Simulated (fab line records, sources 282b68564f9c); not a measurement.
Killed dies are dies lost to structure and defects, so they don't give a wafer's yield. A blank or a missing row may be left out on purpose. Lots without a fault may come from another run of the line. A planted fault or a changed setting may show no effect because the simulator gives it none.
Which tool did it? | flow rit_cmos | 14 lots, 42 wafers sampled, at 1 step of a route of 202

WHAT THE GAUGES READ, wafer by wafer
RIT_ACTIVE_CD_MEAS_11: target cd 1400 nm.
lot  | measured    | on        | cd_nm (nm)
L966 | day 1 14:35 | cd_sem-01 | 1400.7 1401.0 1400.7
L968 | day 2 02:22 | cd_sem-02 | 1400.6 1400.4 1398.7
L971 | day 2 17:28 | cd_sem-02 | 1404.2 1403.7 1400.6
L973 | day 3 03:49 | cd_sem-02 | 1401.8 1401.1 1402.7
L974 | day 3 07:17 | cd_sem-01 | 1398.7 1395.7 1398.8
L975 | day 3 12:14 | cd_sem-02 | 1400.2 1401.1 1401.3
L976 | day 3 18:28 | cd_sem-01 | 1397.0 1399.7 1398.8
L977 | day 3 21:36 | cd_sem-01 | 1401.2 1399.3 1400.8
L978 | day 4 03:26 | cd_sem-01 | 1397.9 1398.0 1396.5
L982 | day 4 23:01 | cd_sem-02 | 1398.0 1397.1 1397.3
L984 | day 5 08:38 | cd_sem-01 | 1399.9 1400.0 1402.1
L985 | day 5 16:23 | cd_sem-01 | 1404.7 1404.3 1404.2
L986 | day 5 19:41 | cd_sem-01 | 1400.4 1399.0 1398.6
L988 | day 6 04:47 | cd_sem-01 | 1401.7 1401.1 1399.8

WHICH TOOL RAN EACH LOT (tool, then ch and the chambers of the sampled wafers, then the start)
The record holds no process step before these readings.

WHAT THE TOOLS THEMSELVES READ (means of the sampled wafers that have a number; where no wafer has one, the mark that the record gives instead)
The record holds no such reading with a usual standard deviation.

THE ANSWER, worked out from the rows above alone
Rule: what is usual is taken from the lots themselves. Put in order of their means at a reading, lots are off if they are a third of the lots or fewer, leave a main group of 4 or more, and stand apart from it by a gap of 3 or more times the standard deviation of the main group's means; of several such gaps the widest counts. A main group whose means are all the same, to the digits that the tables above print for the reading, isn't used. A lot without any number at a reading at which 4 lots or more have one is off too. The other lots that the step has rows for count as sound. The gauges are gone through in route order, then the tools' own readings, and for those a lot's mean is taken as printed above. The first step at which some lot is off is used, and at that step the reading that is off furthest; a lot without a number counts as furthest.
No lot is off at any reading shown: from this, nothing can be told.

WHAT THE SIMULATOR HAD PUT IN
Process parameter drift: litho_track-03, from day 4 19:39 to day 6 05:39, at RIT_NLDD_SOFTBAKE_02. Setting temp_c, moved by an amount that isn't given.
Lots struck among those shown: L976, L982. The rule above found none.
